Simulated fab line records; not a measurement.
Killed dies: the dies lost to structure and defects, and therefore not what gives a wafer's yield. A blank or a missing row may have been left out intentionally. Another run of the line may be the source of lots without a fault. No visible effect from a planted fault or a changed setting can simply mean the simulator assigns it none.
Split-lot study | flow ritCmos | 23 wafers read from 5 lots, route of 202 steps

## ABOUT THE SPLIT
At RIT_CONTACT_CVD_00 (deposits SiO2 from TEOS, target thk 400 nm, time 61 s), the setting timeS was moved away from the recipe's 61 s on 7 of the 23 wafers read, by -12.2% to +5.3%. All remaining wafers had this setting at the recipe value.

Split to reading: the file shows no intervening step.

## THE READING
CONTACT_TEOS_THK (nm), taken at RIT_CONTACT_THK_MEAS_01. On this fab line, fault-free wafers typically give 404 nm with a standard deviation of 3.9 nm.

wafer  | tool, chamber at the split | timeS as run, s | against the recipe | CONTACT_TEOS_THK, nm | against lot-mates on the recipe
L076.1 | pecvd-02, 1,2              | 61              | recipe             | 401                  | -
L076.2 | pecvd-02, 1,2              | 61              | recipe             | 403                  | -
L076.3 | pecvd-02, 0                | 53.56           | -12.2%             | 350                  | -54
L076.4 | pecvd-02, 1                | 53.56           | -12.2%             | 357                  | -47
L076.6 | pecvd-02, 2                | 61              | recipe             | 407                  | -
L079.1 | pecvd-02, 2                | 57.29           | -6.1%              | 378                  | -30
L079.3 | pecvd-02, 1,0              | 57.29           | -6.1%              | 377                  | -32
L079.4 | pecvd-02, 1                | 61              | recipe             | 412                  | -
L079.5 | pecvd-02, 1,0              | 57.29           | -6.1%              | 378                  | -30
L079.6 | pecvd-02, 2                | 61              | recipe             | 405                  | -
L080.1 | pecvd-04, 2                | 61              | recipe             | 400                  | -
L080.2 | pecvd-04, 0,2              | 61              | recipe             | 403                  | -
L080.6 | pecvd-04, 0,2              | 61              | recipe             | 403                  | -
L082.1 | pecvd-02, 2                | 64.21           | +5.3%              | 417                  | +14
L082.2 | pecvd-02, 0                | 64.21           | +5.3%              | 420                  | +17
L082.3 | pecvd-02, 1                | 61              | recipe             | 401                  | -
L082.4 | pecvd-02, 0,2              | 61              | recipe             | 403                  | -
L082.6 | pecvd-02, 0,2              | 61              | recipe             | 406                  | -
L085.1 | pecvd-02, 2                | 61              | recipe             | 397                  | -
L085.2 | pecvd-02, 0                | 61              | recipe             | 397                  | -
L085.3 | pecvd-02, 1,2,0            | 61              | recipe             | 403                  | -
L085.4 | pecvd-02, 1,2,0            | 61              | recipe             | 407                  | -
L085.6 | pecvd-02, 1,2,0            | 61              | recipe             | 404                  | -
The file does not say which wafer passed through which chamber wherever a row lists several chambers: such a row stands for several wafers.

THE FIT
A straight line over all 23 wafers: CONTACT_TEOS_THK changes by +3.91 nm for each +1% of timeS; r = +0.98; the points scatter about the line by 3.8 nm.
The same after taking each lot's own level away (the mean of its wafers on the recipe; 23 wafers): +4.1 nm for each +1%; r = +0.98; scatter 3.9 nm.
On that fit, the largest move of timeS shifts the reading by 50 nm.
The lots' own levels span 401.6 to 408.5 nm, that is 1.8 times the standard deviation above.
Hence the lot-to-lot level has little effect on the slope; both slopes agree.
Check: -50.3 nm against its lot-mates is what the line predicts for one of the wafers moved furthest among these (-12.2%) when that wafer is left out of the fit. Against them it came out at -53.7 nm.

## OTHER SPLITS APPLIED TO THESE WAFERS
Before the reading, these wafers also passed through other splits. Each is held against what the fit with the lots' levels taken away leaves over:
other split on the same wafers | wafers away from the commonest value | r with CONTACT_TEOS_THK (lot level and that fit taken away)
RIT_SILICIDE_SPUTTER_01 timeS  | 7                                    | +0.00

## THE WHOLE CHAIN: every reading that the file lists as answering this split, in the file's order
step                    | what it does                                                                | reading                                                                       | change (the file's fit)              | r (the file's)
RIT_CONTACT_CVD_00      | deposits SiO2 from TEOS, target thk 400 nm, time 61 s                       | SiO2_of_CONTACT_CVD_00.thkNm (the simulator's own value, which no gauge read) | +4.24 nm for each +1% of the setting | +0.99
RIT_CONTACT_THK_MEAS_01 |                                                                             | CONTACT_TEOS_THK                                                              | +4.11 for each +1% of the setting    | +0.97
RIT_CONTACT_ETCH_11     | etches SiO2 in CHF3/CF4/Ar, stops on TiSi2, target depth 480 nm, time 320 s | etch.depthNm (the simulator's own value, which no gauge read)                 | +4.24 nm for each +1% of the setting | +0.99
RIT_CONTACT_ETCH_11     | etches SiO2 in CHF3/CF4/Ar, stops on TiSi2, target depth 480 nm, time 320 s | CONTACT.featureDepthNm (the simulator's own value, which no gauge read)       | +4.1 nm for each +1% of the setting  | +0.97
RIT_M1_METAL_ETCH_12    | etches Al in Cl2/BCl3, stops on SiO2, time 165 s, target depth 600 nm       | SiO2_of_CONTACT_CVD_00.thkNm (the simulator's own value, which no gauge read) | +3.92 nm for each +1% of the setting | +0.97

## FILE'S OWN FIT
CONTACT_TEOS_THK changes by +4.11 nm for each +1% of timeS, r = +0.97.
